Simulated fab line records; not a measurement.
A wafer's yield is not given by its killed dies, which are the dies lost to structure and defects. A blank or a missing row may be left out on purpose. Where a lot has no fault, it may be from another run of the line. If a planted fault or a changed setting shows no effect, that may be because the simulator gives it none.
A struck lot beside a sound one :: flow rit cmos :: 22 steps out of a route of 202
Sound: the wafers L951.2, L951.4, L951.5. Struck: wafers L961.1, L961.2, L961.6. At the end, the cause is stated.
Per side, at each step with rows, come the tool, then ch with its chambers, and then its first start. Under that, the readings that differ: sound wafers :: struck wafers :: difference of the means :: sigmas: that difference in standard deviations of wafers without a fault.
alike: same words and numbers on both sides, and readings whose means sit less than 2 such deviations apart. not compared: any withheld reading, any reading some wafer has no value for, any bound like >300 that may hide the same value, and any number with overlapping values for which the record gives no deviation.
Wherever a step has rows on one side only, a row that says differs or no value, or a row with sigmas, the two part there. Non-overlapping numbers with no deviation appear without sigmas and do not part them. A reading that every wafer of one side lacks parts them only if that side has two wafers or more.

first, 4 steps without rows for these wafers: RIT_NWELL_SOFTBAKE_02 (time 60 s); RIT_NWELL_EXPOSE_03 (exposes mask M2, target cd 43900 nm); RIT_NWELL_PEB_04; RIT_NWELL_DEVELOP_05 (develop time 68 s).
RIT_NWELL_OVL_MEAS_06:
  sound on overlay-01, day 2 09:28; struck on overlay-02, day 4 09:10
  alike: NWELL_OVL
then, 2 steps without rows for these wafers: RIT_NWELL_HARDBAKE_07 (time 120 s); RIT_NWELL_IMPLANT_08.
RIT_NWELL_STRIP_09: strips in O2, time 180 s.
  sound on plasma asher-02 ch 0, day 2 09:54; struck on plasma asher-04 ch 0,1, day 4 09:36
  alike: drypump motor current A
  not compared: rf hours counter h
RIT_NWELL_TW_MEAS_10:
  sound on film metro-03, day 2 10:05; struck on film metro-03, day 4 09:46
  alike: NWELL_TW
then, 3 steps without rows for these wafers: RIT_PWELL_HMDS_00 (prime time 60 s); RIT_PWELL_COAT_01 (resist thk 1300 nm); RIT_PWELL_SOFTBAKE_02 (time 60 s).
RIT_PWELL_EXPOSE_03: exposes mask M3, target cd 43700 nm.
  sound on iline stepper-01 ch 0, day 2 10:43; struck on iline stepper-01 ch 0, day 4 10:25
reading: mask
sound: M3#0 M3#0 M3#0
struck: M2#0 M2#0 M2#0
difference: differs
sigmas: 
then, 2 steps without rows for these wafers: RIT_PWELL_PEB_04; RIT_PWELL_DEVELOP_05 (develop time 68 s).
RIT_PWELL_OVL_MEAS_06:
  sound on overlay-01, day 2 11:08; struck on overlay-02, day 4 10:50
reading: PWELL_OVL (nm)
sound: 0.8 0.3 1.3
struck: - - -
difference: no value on the struck wafers
sigmas: 
then, 2 steps without rows for these wafers: RIT_PWELL_HARDBAKE_07 (time 120 s); RIT_PWELL_IMPLANT_08.
RIT_PWELL_STRIP_09: strips in O2, time 180 s.
  sound on plasma asher-02 ch 0,1, day 2 11:34; struck on plasma asher-03 ch 0,1, day 4 11:16
  alike: drypump motor current A
  not compared: rf hours counter h
RIT_PWELL_TW_MEAS_10:
  sound on film metro-02, day 2 11:46; struck on film metro-01, day 4 11:27
reading: PWELL_TW
sound: 940 939 936
struck: 30 30 30
difference: -908
sigmas: -83
then, 1 step without rows for these wafers: RIT_WELLDRIVE_ANNEAL_00 (time 14700 s).
RIT_M1_PROBE_99:
  sound on prober-01, day 4 02:05; struck on prober-01, day 6 03:00
reading: killed at front end
sound: 9 3 9
struck: 264 263 264
difference: +257
sigmas: +78

reading: killed dies
sound: 9 3 10
struck: 264 264 264
difference: +257
sigmas: +78

reading: killed on rim
sound: 2 1 5
struck: 70 70 70
difference: +67
sigmas: +45
  alike: killed at contacts, killed open, killed short

WHERE THEY PART
Last at RIT_M1_PROBE_99 as far as this record goes, first at RIT_PWELL_EXPOSE_03.

WHY: the cause the simulator had injected
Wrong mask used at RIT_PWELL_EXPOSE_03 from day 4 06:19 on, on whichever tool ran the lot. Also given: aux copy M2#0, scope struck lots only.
